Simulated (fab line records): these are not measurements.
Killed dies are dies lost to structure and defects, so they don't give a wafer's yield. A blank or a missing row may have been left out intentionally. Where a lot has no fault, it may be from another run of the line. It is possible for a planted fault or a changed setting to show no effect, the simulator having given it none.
Which tool was responsible? -- flow rit-cmos -- 14 lots with 42 wafers sampled at 2 steps, on a route of 202 steps

== WHAT THE GAUGES SHOWED, per wafer ==
The record lacks any reading of a measuring or inspecting step that a usual standard deviation could be used to judge.

== EACH LOT AND THE TOOL THAT RAN IT (in order: tool; ch and the chambers of the sampled wafers; start) ==
lot,RIT_M1_METAL_ETCH_12,RIT_M1_PROBE_99
L294,"rie-metal-02 ch 0,1, day 3 07:32","prober-02, day 3 09:53"
L296,"rie-metal-01 ch 0,1, day 3 19:17","prober-02, day 3 22:31"
L297,"rie-metal-02 ch 0,1, day 3 23:50","prober-01, day 4 02:16"
L298,"rie-metal-04 ch 0,1, day 4 04:08","prober-02, day 4 06:31"
L299,"rie-metal-01 ch 0,1, day 4 09:08","prober-01, day 4 11:46"
L301,"rie-metal-04 ch 0,1, day 4 17:17","prober-01, day 4 19:35"
L302,"rie-metal-01 ch 0,1, day 4 23:52","prober-01, day 5 02:07"
L303,"rie-metal-02 ch 0,1, day 5 04:09","prober-02, day 5 06:30"
L307,"rie-metal-04 ch 0,1, day 6 00:25","prober-02, day 6 05:37"
L310,"rie-metal-04 ch 0,1, day 6 14:49","prober-01, day 6 18:09"
L313,"rie-metal-01 ch 0,1, day 7 10:22","prober-02, day 7 12:40"
L314,"rie-metal-02 ch 0,1, day 7 14:53","prober-01, day 7 17:11"
L316,"rie-metal-01 ch 0,1, day 7 20:23","prober-02, day 7 23:59"
L317,"rie-metal-02 ch 0,1, day 8 02:17","prober-01, day 8 04:38"
- RIT_M1_METAL_ETCH_12: etches Al in Cl2/BCl3, stops on SiO2, time 165 s, target depth 600 nm.
- RIT_M1_PROBE_99

== WHAT THE TOOLS THEMSELVES READ (means of the sampled wafers that have a number; where no wafer has one, the mark that the record gives instead) ==
RIT_M1_METAL_ETCH_12. Usual: bcl3-flow-sccm 50.00 sccm, standard deviation 0.14; chamber-pressure-mTorr 100.00 mTorr, standard deviation 0.097; drypump-motor-current-A 5.7 A, standard deviation 0.35; mfc-cl2-sccm 60.00 sccm, standard deviation 0.21; oes-product-au 0.776 a.u., standard deviation 0.011; rf-fwd-power-W 248.8 W, standard deviation 0.81; throttle-valve-pct 8.26 %, standard deviation 0.1.
lot,tool,bcl3-flow-sccm (sccm),chamber-pressure-mTorr (mTorr),drypump-motor-current-A (A),mfc-cl2-sccm (sccm),oes-product-au (a.u.),rf-fwd-power-W (W),throttle-valve-pct (%),flag
L294,rie-metal-02,50.09,100.09,5.6,60.14,0.769,248.7,8.19,
L296,rie-metal-01,49.94,100.01,6.0,60.03,0.783,249.1,8.34,
L297,rie-metal-02,50.05,99.91,5.6,59.83,0.767,248.6,8.20,
L298,rie-metal-04,50.13,99.96,5.4,59.86,0.772,248.2,8.29,
L299,rie-metal-01,50.12,99.92,6.0,60.05,0.784,248.7,8.36,
L301,rie-metal-04,50.05,100.01,5.4,59.98,0.767,248.0,8.28,
L302,rie-metal-01,49.90,100.00,6.0,60.03,0.792,249.3,8.30,
L303,rie-metal-02,49.99,100.02,5.9,60.09,0.776,249.1,8.22,
L307,rie-metal-04,49.97,100.02,5.4,59.77,0.769,249.0,8.30,
L310,rie-metal-04,49.90,99.98,5.4,59.99,0.778,248.4,8.29,
L313,rie-metal-01,50.02,100.04,6.0,59.74,0.785,249.0,8.30,
L314,rie-metal-02,49.89,100.05,5.6,59.97,0.770,249.3,8.19,
L316,rie-metal-01,50.04,100.00,6.0,60.00,0.780,249.4,8.30,
L317,rie-metal-02,49.91,100.02,5.9,60.14,0.776,249.8,8.21,

RIT_M1_PROBE_99. Usual: defect-limited-yield 97.3 %, standard deviation 1.1; killed-at-contacts 0.1, standard deviation 0.25; killed-at-front-end 7.1, standard deviation 2.9; killed-dies 7.2, standard deviation 2.9; killed-open 3.6, standard deviation 1.9; killed-short 3.5, standard deviation 1.9; sort_bin_3_pad_short 0.1 %, standard deviation 0.22; sort_bin_5_function 1.5 %, standard deviation 0.77; sort_bin_6_memory 1.1 %, standard deviation 0.67; sort-n-pass 256.8, standard deviation 2.9; sort-yield-pct 97.3 %, standard deviation 1.1.
lot,tool,defect-limited-yield (%),killed-at-contacts,killed-at-front-end,killed-dies,killed-open,killed-short,sort_bin_3_pad_short (%),sort_bin_5_function (%),sort_bin_6_memory (%),sort-n-pass,sort-yield-pct (%),flag
L294,prober-02,97.8,0.0,5.7,5.7,3.3,2.3,0.1,1.4,0.7,258.3,97.8,
L296,prober-02,97.7,0.0,6.0,6.0,2.3,3.7,0.3,1.1,0.9,258.0,97.7,
L297,prober-01,98.2,0.0,4.7,4.7,2.3,2.3,0.1,1.0,0.7,259.3,98.2,
L298,prober-02,97.4,0.3,6.7,7.0,4.7,2.3,0.3,1.0,1.4,257.0,97.4,
L299,prober-01,97.2,0.0,7.3,7.3,5.0,2.3,0.1,1.8,0.9,256.7,97.2,
L301,prober-01,97.7,0.0,6.0,6.0,4.0,2.0,0.1,1.2,1.0,258.0,97.7,
L302,prober-01,98.6,0.0,3.7,3.7,1.7,2.0,0.1,1.1,0.1,260.3,98.6,
L303,prober-02,98.0,0.0,5.3,5.3,3.3,2.0,0.1,1.1,0.8,258.7,98.0,
L307,prober-02,97.0,0.0,8.0,8.0,4.7,3.3,0.1,0.9,2.0,256.0,97.0,
L310,prober-01,98.1,0.0,5.0,5.0,2.7,2.3,0.1,1.3,0.5,259.0,98.1,
L313,prober-02,96.5,0.0,9.3,9.3,4.0,4.7,0.3,1.6,1.6,254.7,96.5,
L314,prober-01,96.5,0.3,9.0,9.3,5.3,4.0,0.1,1.1,2.3,254.7,96.5,
L316,prober-02,97.5,0.0,6.7,6.7,3.3,3.3,0.0,1.4,1.1,257.3,97.5,
L317,prober-01,97.0,0.0,8.0,8.0,3.0,5.0,0.1,1.1,1.8,256.0,97.0,

== THE ANSWER, worked out from the rows above alone ==
Rule: lot off if the mean of its wafers having a number is beyond 3 standard deviations from the usual mean. Also off: a lot with no number at a reading for which 4 or more lots have one. Where the step has rows for the other lots, those lots are counted as sound. First the gauges in route order, then the tools' own readings, where a lot's mean is used as printed above. The first step at which some lot is off is used, and at that step the reading that is off furthest; a lot without a number counts as furthest.
None of the lots is off at any reading shown; this tells nothing.

== WHAT THE SIMULATOR PUT IN ==
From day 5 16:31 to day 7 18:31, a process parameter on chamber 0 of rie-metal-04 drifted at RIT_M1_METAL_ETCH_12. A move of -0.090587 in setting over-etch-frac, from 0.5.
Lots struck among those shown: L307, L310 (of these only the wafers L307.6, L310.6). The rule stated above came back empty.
